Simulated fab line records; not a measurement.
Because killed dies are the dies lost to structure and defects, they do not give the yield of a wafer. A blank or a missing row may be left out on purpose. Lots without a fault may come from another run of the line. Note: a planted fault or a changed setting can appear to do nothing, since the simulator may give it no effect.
The tool behind it: which one?	flow berkeley_cmos170	13 lots with 39 wafers sampled at 5 steps, on a route of 331 steps

## WHAT THE GAUGES READ, wafer by wafer
UCB170_START_THK_MEAS_03. Usual: START_OXIDE_THK 19.9 nm, standard deviation 0.37.
lot	measured	on	START_OXIDE_THK (nm)	flag
L128	day 1 18:54	film_metro-04	20.0 19.7 19.7	
L131	day 2 03:05	film_metro-02	19.8 19.9 20.3	
L135	day 3 03:25	film_metro-03	20.3 20.2 20.3	
L139	day 3 23:35	film_metro-03	19.6 19.4 19.2	
L140	day 4 03:48	film_metro-04	19.8 19.9 19.9	
L141	day 4 09:56	film_metro-02	19.7 19.3 19.6	
L142	day 4 09:56	film_metro-03	19.4 19.7 19.9	
L143	day 4 21:20	film_metro-02	19.6 19.7 19.6	
L145	day 5 04:08	film_metro-04	20.7 20.5 20.5	
L146	day 5 09:47	film_metro-04	20.1 19.6 19.9	
L147	day 5 16:28	film_metro-03	20.3 20.2 20.1	
L148	day 5 16:32	film_metro-04	19.4 19.6 19.8	
L149	day 6 00:36	film_metro-02	20.3 20.4 20.0	

UCB170_ACTIVE_CD_MEAS_13: target cd 1200 nm. Usual: cd_nm 1200.4 nm, standard deviation 1.6.
lot	measured	on	cd_nm (nm)	flag
L128	day 5 04:01	cd_sem-02	1198.7 1200.2 1199.5	
L131	day 5 04:21	cd_sem-02	1199.2 1199.7 1198.7	
L135	day 6 09:25	cd_sem-02	1202.0 1201.7 1201.2	
L139	day 7 15:38	cd_sem-01	1199.7 1200.7 1200.5	
L140	day 7 07:12	cd_sem-01	1177.4 1183.8 1179.6 1177.4 1184.2 1179.2	OFF
L141	day 7 15:21	cd_sem-01	1201.1 1202.0 1199.6	
L142	day 7 15:37	cd_sem-02	1201.0 1201.3 1202.3	
L143	day 8 08:53	cd_sem-02	1199.1 1200.3 1200.3	
L145	day 8 08:19	cd_sem-01	1198.5 1198.6 1198.3	
L146	day 8 08:31	cd_sem-02	1203.4 1203.5 1202.6	
L147	day 9 01:21	cd_sem-01	1202.3 1202.5 1202.9	
L148	day 9 01:36	cd_sem-02	1200.2 1200.7 1200.6	
L149	day 9 11:26	cd_sem-01	1202.7 1202.0 1202.6	

UCB170_SACOX_THK_MEAS_02. Usual: SACOX_OXIDE_THK 14.37 nm, standard deviation 0.25.
lot	measured	on	SACOX_OXIDE_THK (nm)	flag
L128	day 6 05:46	film_metro-01	14.71 14.74 14.57	
L131	day 6 05:50	film_metro-01	14.22 14.24 14.40	
L135	day 7 09:40	film_metro-03	14.87 14.70 14.92	
L139	day 8 14:49	film_metro-02	14.35 14.48 14.65	
L140	day 8 10:04	film_metro-01	14.42 14.11 14.17	
L141	day 8 14:49	film_metro-03	13.94 13.89 13.95	
L142	day 8 14:49	film_metro-01	14.22 14.19 14.16	
L143	day 9 09:01	film_metro-01	14.35 14.27 14.56	
L145	day 9 08:58	film_metro-02	14.18 14.14 14.43	
L146	day 9 08:58	film_metro-03	14.26 14.31 14.30	
L147	day 10 01:34	film_metro-02	14.03 14.40 14.17	
L148	day 10 01:35	film_metro-03	14.73 14.80 14.73	
L149	day 10 14:46	film_metro-03	14.50 14.36 14.54	

UCB170_NVT_OVL_MEAS_06. Usual: NVT_OVL 1 nm, standard deviation 5.9.
lot	measured	on	NVT_OVL (nm)	flag
L128	day 6 22:37	overlay-01	4 -3 2	
L131	day 6 22:08	overlay-01	-9 -2 -14	
L135	day 7 23:26	overlay-02	-7 -8 -2	
L139	day 9 01:50	overlay-01	7 6 2	
L140	day 8 15:17	overlay-01	10 8 7	
L141	day 9 02:06	overlay-02	5 -6 0	
L142	day 9 01:37	overlay-01	3 0 3	
L143	day 10 00:42	overlay-02	0 1 -9	
L145	day 10 00:26	overlay-01	-5 2 3	
L146	day 10 00:25	overlay-02	-7 -6 -12	
L147	day 10 14:07	overlay-02	5 10 12	
L148	day 10 14:17	overlay-02	-4 -5 3	
L149	day 11 04:53	overlay-01	-7 0 2	

## TOOL THAT RAN EACH LOT (tool first, then ch and the chambers of the sampled wafers, then the start)
lot	UCB170_ACTIVE_EXPOSE_10
L128	krf_scanner-02 ch 0, day 5 03:05
L131	krf_scanner-01 ch 0, day 5 03:26
L135	krf_scanner-01 ch 0, day 6 08:10
L139	krf_scanner-02 ch 0, day 7 15:13
L140	krf_scanner-01 ch 0, day 7 06:49
L141	krf_scanner-02 ch 0, day 7 14:58
L142	krf_scanner-02 ch 0, day 7 15:04
L143	krf_scanner-02 ch 0, day 8 08:29
L145	krf_scanner-02 ch 0, day 8 07:49
L146	krf_scanner-02 ch 0, day 8 07:55
L147	krf_scanner-02 ch 0, day 9 00:37
L148	krf_scanner-02 ch 0, day 9 00:52
L149	krf_scanner-02 ch 0, day 9 11:03
- UCB170_ACTIVE_EXPOSE_10: exposes mask ACTIVE, target cd 1200 nm.

## AS READ BY THE TOOLS THEMSELVES (means over the sampled wafers that have a number; for cases with no such wafer, the mark the record gives instead)
UCB170_ACTIVE_EXPOSE_10. Usual: exposure_dose_mJ_cm2 20.002, standard deviation 0.021.
lot	tool	exposure_dose_mJ_cm2	flag
L128	krf_scanner-02	19.996	
L131	krf_scanner-01	20.036	
L135	krf_scanner-01	20.020	
L139	krf_scanner-02	19.989	
L140	krf_scanner-01	19.677	OFF
L141	krf_scanner-02	20.003	
L142	krf_scanner-02	20.005	
L143	krf_scanner-02	19.989	
L145	krf_scanner-02	20.010	
L146	krf_scanner-02	20.015	
L147	krf_scanner-02	19.985	
L148	krf_scanner-02	20.008	
L149	krf_scanner-02	20.023	

## THE ANSWER, worked out from the rows above alone
Rule: take the mean of a lot's wafers that have a number; if it is more than 3 standard deviations from the usual mean, the lot is off. A lot without any number at a reading at which 4 lots or more have one is off too. Where the step has rows for the other lots, those lots are counted as sound. After the gauges, taken in route order, come the tools' own readings; for these a lot's mean is taken, as printed above. At the first step where some lot is off, the reading lying furthest off is the one used; lots without a number count as furthest.
Off: L140 (UCB170_ACTIVE_CD_MEAS_13, cd_nm).
A tool fits if, at a process step before that reading, it ran every lot that is off, and no sound lot after the first of them. Not tried: the gauges at UCB170_ACTIVE_CD_MEAS_13; whatever is off there is also off at UCB170_ACTIVE_EXPOSE_10, on other tools, and gauge error can't account for it. One fits: krf_scanner-01 at UCB170_ACTIVE_EXPOSE_10. A fault onset in the window from L135 (day 6 08:10, its last sound lot) to L140 (day 7 06:49, its first lot off) fits.
On the lots that are off, the tool's own readings at UCB170_ACTIVE_EXPOSE_10 differ by more than 5 times the standard deviation of the sound lots' means, which bears it out; exposure_dose_mJ_cm2 reads 19.677 there versus 20.007 on the sound lots.

## WHAT THE SIMULATOR HAD INSERTED
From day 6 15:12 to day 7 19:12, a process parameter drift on krf_scanner-01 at UCB170_ACTIVE_EXPOSE_10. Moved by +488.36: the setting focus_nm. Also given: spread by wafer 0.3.
Lots struck among those shown: L140. The rule given above showed the same thing.
